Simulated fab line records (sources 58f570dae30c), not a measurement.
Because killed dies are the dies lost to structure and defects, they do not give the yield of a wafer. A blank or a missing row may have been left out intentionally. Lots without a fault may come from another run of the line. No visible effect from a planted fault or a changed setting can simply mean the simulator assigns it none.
Shared-tool check ; flow berkeley cmos170 ; 13 lots and 39 wafers in the sample

== WHAT PROMPTED THE OPENING ==
UCB170_GATE_THK_MEAS_05, reading GATE_POLY_THK: flagged on 1 of 13 lots. No-fault wafers: 214.5 nm, standard deviation 2.1.
Rule: a lot is flagged when every wafer of it that has a number lies more than 4 standard deviations from that mean, or none has a number. The other lots count as sound.

lot;measured;on;GATE_POLY_THK (nm), wafer by wafer;flag
L996;day 5 20:40;film metro-03;213.5 213.9 217.0;
L997;day 6 07:14;film metro-04;217.4 217.5 218.9;
L999;day 6 07:14;film metro-03;214.6 214.1 215.3;
L101;day 7 02:09;film metro-04;193.9 194.9 194.0;FLAGGED
L105;day 8 07:01;film metro-03;216.4 218.2 217.0;
L106;day 8 07:05;film metro-03;212.8 214.3 213.5;
L109;day 8 16:52;film metro-01;210.9 211.7 211.8;
L113;day 9 16:50;film metro-04;214.2 214.7 214.6;
L114;day 9 23:41;film metro-03;213.7 213.4 214.2;
L115;day 10 11:44;film metro-03;212.6 215.3 212.7;
L116;day 10 19:22;film metro-01;215.6 214.8 215.7;
L117;day 10 19:22;film metro-04;214.9 217.6 215.9;
L119;day 11 04:24;film metro-03;210.5 210.5 209.1;
On average the flagged lots' numbers are 194.3 nm, which is -20.2 nm against the usual, or -10 standard deviations.

== WHICH TOOL EACH LOT WENT THROUGH ==
2 process steps preceding the reading are held in the record, out of 331 steps in the route. In each cell: the tool, then ch and the chambers that the sampled wafers went through, then the start.
lot;flag;UCB170_ACTIVE_STRIP_16;UCB170_GATE_CVD_04
L996;;plasma asher-03 ch 1, day 4 07:17;lpcvd-01 ch 0, day 5 19:16
L997;;plasma asher-02 ch 0,1, day 4 18:19;lpcvd-01 ch 1, day 6 05:50
L999;;plasma asher-03 ch 0,1, day 4 18:35;lpcvd-01 ch 1, day 6 05:50
L101;FLAGGED;plasma asher-03 ch 0,1, day 5 06:28;lpcvd-01 ch 1, day 7 00:41
L105;;plasma asher-04 ch 0,1, day 6 06:38;lpcvd-02 ch 1, day 8 05:37
L106;;plasma asher-04 ch 0,1, day 6 05:55;lpcvd-02 ch 0, day 8 05:37
L109;;plasma asher-02 ch 0,1, day 6 20:14;lpcvd-02 ch 1, day 8 15:28
L113;;plasma asher-02 ch 0,1, day 7 18:43;lpcvd-02 ch 0, day 9 15:26
L114;;plasma asher-02 ch 0,1, day 8 02:49;lpcvd-01 ch 1, day 9 22:17
L115;;plasma asher-03 ch 0,1, day 8 06:47;lpcvd-02 ch 1, day 10 10:20
L116;;plasma asher-03 ch 0,1, day 8 14:17;lpcvd-01 ch 1, day 10 17:56
L117;;plasma asher-04 ch 0,1, day 8 14:32;lpcvd-01 ch 0, day 10 17:56
L119;;plasma asher-02 ch 0,1, day 9 07:47;lpcvd-02 ch 1, day 11 02:59
What the steps here do:
- UCB170_ACTIVE_STRIP_16: strips in O2.
- UCB170_GATE_CVD_04: deposits poly-Si from SiH4, time 1440 s, target thk 214 nm.
- UCB170_GATE_THK_MEAS_05

== FLAGGED OVER TOTAL, TOOL BY TOOL (the gauges that took the reading come last) ==
step;tool;lots run;flagged;share of the flagged lots;sound lots run after its first flagged lot
UCB170_ACTIVE_STRIP_16;plasma asher-02;5;0;none;-
UCB170_ACTIVE_STRIP_16;plasma asher-03;5;1;all;2 (L115,L116)
UCB170_ACTIVE_STRIP_16;plasma asher-04;3;0;none;-
UCB170_GATE_CVD_04;lpcvd-01;7;1;all;3 (L114,L116,L117)
UCB170_GATE_CVD_04;lpcvd-02;6;0;none;-
UCB170_GATE_THK_MEAS_05;film metro-01;2;0;none;-
UCB170_GATE_THK_MEAS_05;film metro-03;7;0;none;-
UCB170_GATE_THK_MEAS_05;film metro-04;4;1;all;2 (L113,L117)

== WHAT THE TABLE PERMITS ==
All flagged lots were run by 3 table rows, namely plasma asher-03 at UCB170_ACTIVE_STRIP_16, lpcvd-01 at UCB170_GATE_CVD_04, film metro-04 at UCB170_GATE_THK_MEAS_05.
- plasma asher-03 at UCB170_ACTIVE_STRIP_16 ran 5 lots, 1 of them flagged. Sound lots ran on it after the first flagged one (L115, L116), which a lasting fault on the whole tool wouldn't allow.
- lpcvd-01 at UCB170_GATE_CVD_04 ran 7 lots, 1 of them flagged. Sound lots ran on it after the first flagged one (L114, L116, L117), which a lasting fault on the whole tool wouldn't allow. Its own readings lie more than 4 standard deviations out on every wafer of the flagged lots: pressure mtorr.
- film metro-04 at UCB170_GATE_THK_MEAS_05 ran 4 lots, 1 of them flagged. Sound lots ran on it after the first flagged one (L113, L117), which a lasting fault on the whole tool wouldn't allow.
Every row of the table either missed a flagged lot or ran a sound lot after the first.

== WHAT THE SIMULATOR HAD INSERTED ==
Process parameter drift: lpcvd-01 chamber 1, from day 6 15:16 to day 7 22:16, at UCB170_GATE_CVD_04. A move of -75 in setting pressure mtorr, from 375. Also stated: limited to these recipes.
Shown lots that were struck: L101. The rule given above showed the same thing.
